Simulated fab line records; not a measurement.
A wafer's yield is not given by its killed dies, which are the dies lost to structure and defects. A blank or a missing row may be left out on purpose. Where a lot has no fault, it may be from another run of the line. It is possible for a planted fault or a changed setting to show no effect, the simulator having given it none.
What tool caused it? :: flow rit-cmos :: Sampling: 14 lots, 42 wafers, 2 of 202 route steps

## WHAT EACH GAUGE READ, for each wafer
RIT_ACTIVE_THK_MEAS_04.
lot: L983
measured: day 1 13:32
on: film-metro-03
ACTIVE_NITRIDE_THK (nm): 151.4 152.3 152.2

lot: L984
measured: day 1 20:02
on: film-metro-03
ACTIVE_NITRIDE_THK (nm): 151.0 150.9 151.1

lot: L985
measured: day 2 00:10
on: film-metro-03
ACTIVE_NITRIDE_THK (nm): 147.6 148.0 147.5

lot: L986
measured: day 2 04:57
on: film-metro-01
ACTIVE_NITRIDE_THK (nm): 148.9 148.6 149.1

lot: L987
measured: day 2 10:32
on: film-metro-01
ACTIVE_NITRIDE_THK (nm): 150.2 151.7 150.4

lot: L988
measured: day 2 14:32
on: film-metro-01
ACTIVE_NITRIDE_THK (nm): 150.8 152.0 151.9

lot: L991
measured: day 3 05:44
on: film-metro-02
ACTIVE_NITRIDE_THK (nm): 150.5 151.9 151.1

lot: L992
measured: day 3 11:16
on: film-metro-02
ACTIVE_NITRIDE_THK (nm): 148.1 149.2 150.0

lot: L993
measured: day 3 16:20
on: film-metro-03
ACTIVE_NITRIDE_THK (nm): 147.3 148.2 148.4

lot: L994
measured: day 3 20:40
on: film-metro-03
ACTIVE_NITRIDE_THK (nm): 249.8 249.3 249.0 249.9 249.5 249.2

lot: L995
measured: day 4 02:31
on: film-metro-01
ACTIVE_NITRIDE_THK (nm): 251.4 252.1 251.7 251.5 252.2 251.4

lot: L996
measured: day 4 08:44
on: film-metro-01
ACTIVE_NITRIDE_THK (nm): 148.9 149.3 149.3

lot: L997
measured: day 4 12:04
on: film-metro-03
ACTIVE_NITRIDE_THK (nm): 150.0 149.1 148.0

lot: L103
measured: day 5 17:48
on: film-metro-03
ACTIVE_NITRIDE_THK (nm): 147.7 148.2 148.5

## TOOL THAT RAN EACH LOT (tool first, then ch and the chambers of the sampled wafers, then the start)
lot: L983
RIT_ACTIVE_CVD_03: lpcvd-02 ch 0, day 1 12:07

lot: L984
RIT_ACTIVE_CVD_03: lpcvd-01 ch 1, day 1 18:36

lot: L985
RIT_ACTIVE_CVD_03: lpcvd-02 ch 1, day 1 22:44

lot: L986
RIT_ACTIVE_CVD_03: lpcvd-02 ch 1, day 2 03:31

lot: L987
RIT_ACTIVE_CVD_03: lpcvd-01 ch 0, day 2 09:05

lot: L988
RIT_ACTIVE_CVD_03: lpcvd-01 ch 1, day 2 13:07

lot: L991
RIT_ACTIVE_CVD_03: lpcvd-01 ch 0, day 3 04:19

lot: L992
RIT_ACTIVE_CVD_03: lpcvd-02 ch 1, day 3 09:50

lot: L993
RIT_ACTIVE_CVD_03: lpcvd-01 ch 1, day 3 14:53

lot: L994
RIT_ACTIVE_CVD_03: lpcvd-01 ch 0, day 3 19:14

lot: L995
RIT_ACTIVE_CVD_03: lpcvd-01 ch 0, day 4 01:05

lot: L996
RIT_ACTIVE_CVD_03: lpcvd-02 ch 0, day 4 07:19

lot: L997
RIT_ACTIVE_CVD_03: lpcvd-02 ch 1, day 4 10:38

lot: L103
RIT_ACTIVE_CVD_03: lpcvd-02 ch 0, day 5 16:22
- RIT_ACTIVE_CVD_03: deposits Si3N4 from SiH2Cl2/NH3, target thk 150 nm, time 1500 s.

## AS READ BY THE TOOLS THEMSELVES (means over the sampled wafers that have a number; for cases with no such wafer, the mark the record gives instead)
RIT_ACTIVE_CVD_03.
lot: L983
tool: lpcvd-02
spike-tc-centre-C (C): 811.5
spike-tc-load-C (C): 834.7
spike-tc-source-C (C): 833.9
susceptor-temp-C (C): 810.4
zone-power-load-pct (%): 20.7

lot: L984
tool: lpcvd-01
spike-tc-centre-C (C): 813.7
spike-tc-load-C (C): 832.7
spike-tc-source-C (C): 833.6
susceptor-temp-C (C): 809.5
zone-power-load-pct (%): 22.6

lot: L985
tool: lpcvd-02
spike-tc-centre-C (C): 811.5
spike-tc-load-C (C): 832.9
spike-tc-source-C (C): 826.7
susceptor-temp-C (C): 810.3
zone-power-load-pct (%): 18.9

lot: L986
tool: lpcvd-02
spike-tc-centre-C (C): 811.9
spike-tc-load-C (C): 832.6
spike-tc-source-C (C): 827.5
susceptor-temp-C (C): 810.3
zone-power-load-pct (%): 19.1

lot: L987
tool: lpcvd-01
spike-tc-centre-C (C): 813.9
spike-tc-load-C (C): 833.5
spike-tc-source-C (C): 832.4
susceptor-temp-C (C): 809.7
zone-power-load-pct (%): 24.2

lot: L988
tool: lpcvd-01
spike-tc-centre-C (C): 814.1
spike-tc-load-C (C): 832.6
spike-tc-source-C (C): 833.9
susceptor-temp-C (C): 810.0
zone-power-load-pct (%): 22.3

lot: L991
tool: lpcvd-01
spike-tc-centre-C (C): 814.2
spike-tc-load-C (C): 833.8
spike-tc-source-C (C): 833.0
susceptor-temp-C (C): 810.5
zone-power-load-pct (%): 24.0

lot: L992
tool: lpcvd-02
spike-tc-centre-C (C): 812.4
spike-tc-load-C (C): 831.2
spike-tc-source-C (C): 826.8
susceptor-temp-C (C): 810.0
zone-power-load-pct (%): 19.1

lot: L993
tool: lpcvd-01
spike-tc-centre-C (C): 814.0
spike-tc-load-C (C): 832.9
spike-tc-source-C (C): 832.9
susceptor-temp-C (C): 809.7
zone-power-load-pct (%): 22.2

lot: L994
tool: lpcvd-01
spike-tc-centre-C (C): 878.9
spike-tc-load-C (C): 895.8
spike-tc-source-C (C): 896.1
susceptor-temp-C (C): 873.8
zone-power-load-pct (%): 28.8

lot: L995
tool: lpcvd-01
spike-tc-centre-C (C): 878.0
spike-tc-load-C (C): 896.8
spike-tc-source-C (C): 896.5
susceptor-temp-C (C): 874.2
zone-power-load-pct (%): 28.7

lot: L996
tool: lpcvd-02
spike-tc-centre-C (C): 810.6
spike-tc-load-C (C): 834.9
spike-tc-source-C (C): 832.9
susceptor-temp-C (C): 809.8
zone-power-load-pct (%): 20.9

lot: L997
tool: lpcvd-02
spike-tc-centre-C (C): 812.1
spike-tc-load-C (C): 834.5
spike-tc-source-C (C): 828.0
susceptor-temp-C (C): 810.0
zone-power-load-pct (%): 19.0

lot: L103
tool: lpcvd-02
spike-tc-centre-C (C): 811.4
spike-tc-load-C (C): 835.2
spike-tc-source-C (C): 833.2
susceptor-temp-C (C): 810.4
zone-power-load-pct (%): 21.0

## THE ANSWER, worked out from the rows above alone
Rule: the lots themselves supply what counts as usual. Put in order of their means at a reading, lots are off if they are a third of the lots or fewer, leave a main group of 4 or more, and stand apart from it by a gap of 3 or more times the standard deviation of the main group's means; of several such gaps the widest counts. The tables above print the reading to a certain number of digits; a main group whose means all agree to those digits is not used. Also off: a lot with no number at a reading for which 4 or more lots have one. Where the step has rows for the other lots, those lots are counted as sound. Order of review: gauges by route order, followed by the tools' own readings, for which a lot's mean as printed above is used. At the first step where some lot is off, the reading lying furthest off is the one used; lots without a number count as furthest.
Off: L994, L995, at RIT_ACTIVE_THK_MEAS_04 (ACTIVE_NITRIDE_THK). The main group: mean 149.7 nm, standard deviation 1.4.
A tool fits if, at a process step before that reading, it ran every lot that is off, and no sound lot after the first of them. The gauges at RIT_ACTIVE_THK_MEAS_04 aren't tried: what is off there is off at RIT_ACTIVE_CVD_03 too, on other tools, and a gauge's error can't cause that. One candidate fits, namely lpcvd-01 at RIT_ACTIVE_CVD_03. A fault onset in the window from L993 (day 3 14:53, its last sound lot) to L994 (day 3 19:14, its first lot off) fits.
The tool's own readings at RIT_ACTIVE_CVD_03 bear it out: on the lots that are off they differ by more than 5 times the standard deviation of the sound lots' means. spike-tc-centre-C reads 878.5 C there against 812.6 C on the sound lots; spike-tc-load-C reads 896.3 C there against 833.5 C on the sound lots; spike-tc-source-C reads 896.3 C there against 831.2 C on the sound lots; susceptor-temp-C reads 874.0 C there against 810.0 C on the sound lots.

## WHAT HAD BEEN PUT IN BY THE SIMULATOR
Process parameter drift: lpcvd-01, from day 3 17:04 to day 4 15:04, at RIT_ACTIVE_CVD_03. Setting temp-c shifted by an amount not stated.
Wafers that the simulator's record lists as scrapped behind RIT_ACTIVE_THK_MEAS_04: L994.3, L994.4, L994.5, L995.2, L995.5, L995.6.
Lots struck among those shown: L994, L995. Same finding as the rule above.
